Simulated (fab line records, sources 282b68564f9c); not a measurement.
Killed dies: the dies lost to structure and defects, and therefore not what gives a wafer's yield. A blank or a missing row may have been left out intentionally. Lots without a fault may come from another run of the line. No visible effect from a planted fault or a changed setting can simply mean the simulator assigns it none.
Commonality check across tools | flow rit-cmos | Lots sampled 14, wafers sampled 42

## WHY THIS WAS OPENED
At RIT_SILICIDE_RS_MEAS_02 the reading SILICIDE_TI_RS is flagged on 2 of 14 lots. No-fault wafers: 47.7 ohm/sq, standard deviation 0.71.
Rule: a lot is flagged when every wafer of it that has a number lies more than 4 standard deviations from that mean, or none has a number. As for the other lots, they are considered sound.

lot  | measured    | on            | SILICIDE_TI_RS (ohm/sq), wafer by wafer | flag
L952 | day 3 15:04 | film-metro-02 | 46.6 46.3 47.0                          |
L953 | day 3 21:17 | film-metro-02 | 47.5 47.2 46.8                          |
L956 | day 4 06:40 | film-metro-03 | 48.1 48.4 48.5                          |
L957 | day 4 11:52 | film-metro-02 | 47.0 46.7 47.4                          |
L958 | day 4 14:14 | film-metro-01 | 49.0 48.7 47.9                          |
L959 | day 4 19:57 | film-metro-02 | 47.0 47.1 46.5                          |
L962 | day 5 08:59 | film-metro-02 | 47.8 47.6 47.8                          |
L961 | day 5 11:12 | film-metro-03 | 47.7 48.1 49.3                          |
L963 | day 5 14:44 | film-metro-03 | 47.4 47.7 47.7                          |
L964 | day 5 19:54 | film-metro-02 | 47.5 47.9 48.0                          |
L970 | day 7 02:27 | film-metro-02 | 47.0 46.8 46.9                          |
L971 | day 7 06:55 | film-metro-02 | 20.2 20.7 20.3                          | FLAGGED
L973 | day 7 16:44 | film-metro-03 | 20.6 20.4 20.7                          | FLAGGED
L975 | day 8 02:40 | film-metro-02 | 46.7 47.2 47.1                          |
Average over the flagged lots: 20.5 ohm/sq; offset from the usual -27.2 ohm/sq, equal to -38 standard deviations.

## LOT BY LOT: THE TOOL USED
The record keeps 1 process step preceding the reading, out of 202 steps on the route. In each cell: the tool, then ch and the chambers that the sampled wafers went through, then the start.
lot  | flag    | RIT_SILICIDE_SPUTTER_01
L952 |         | pvd-sputter-02, day 3 14:55
L953 |         | pvd-sputter-04, day 3 21:08
L956 |         | pvd-sputter-03, day 4 06:29
L957 |         | pvd-sputter-04, day 4 11:41
L958 |         | pvd-sputter-03, day 4 14:05
L959 |         | pvd-sputter-04, day 4 19:46
L962 |         | pvd-sputter-04, day 5 08:49
L961 |         | pvd-sputter-03, day 5 11:03
L963 |         | pvd-sputter-04, day 5 14:35
L964 |         | pvd-sputter-02, day 5 19:43
L970 |         | pvd-sputter-03, day 7 02:18
L971 | FLAGGED | pvd-sputter-02, day 7 06:22
L973 | FLAGGED | pvd-sputter-02, day 7 16:11
L975 |         | pvd-sputter-02, day 8 02:29
These steps, and what they do:
- RIT_SILICIDE_SPUTTER_01: material Ti, target thk 30 nm, time 240 s.
- RIT_SILICIDE_RS_MEAS_02: measures by four-point-probe.

## FLAGGED AGAINST TOTAL, ONE TOOL AT A TIME (gauges that did the reading follow at the end)
step                    | tool           | lots run | flagged | share of the flagged lots | sound lots run after its first flagged lot
RIT_SILICIDE_SPUTTER_01 | pvd-sputter-02 | 5        | 2       | all                       | 1 (L975)
RIT_SILICIDE_SPUTTER_01 | pvd-sputter-03 | 4        | 0       | none                      | -
RIT_SILICIDE_SPUTTER_01 | pvd-sputter-04 | 5        | 0       | none                      | -
RIT_SILICIDE_RS_MEAS_02 | film-metro-01  | 1        | 0       | none                      | -
RIT_SILICIDE_RS_MEAS_02 | film-metro-02  | 9        | 1       | some                      | 1 (L975)
RIT_SILICIDE_RS_MEAS_02 | film-metro-03  | 4        | 1       | some                      | 0

## WHAT IS ALLOWED BY THE TABLE
Rows of the table that ran each flagged lot: 1, that is pvd-sputter-02 at RIT_SILICIDE_SPUTTER_01.
- pvd-sputter-02 at RIT_SILICIDE_SPUTTER_01: 2 of its 5 lots flagged. Sound lots followed the first flagged one (L975) on it, something a lasting fault affecting the whole tool could not allow.
There is no row in the table that ran each flagged lot and no sound lot after the first.

## WHAT THE SIMULATOR HAD INSERTED
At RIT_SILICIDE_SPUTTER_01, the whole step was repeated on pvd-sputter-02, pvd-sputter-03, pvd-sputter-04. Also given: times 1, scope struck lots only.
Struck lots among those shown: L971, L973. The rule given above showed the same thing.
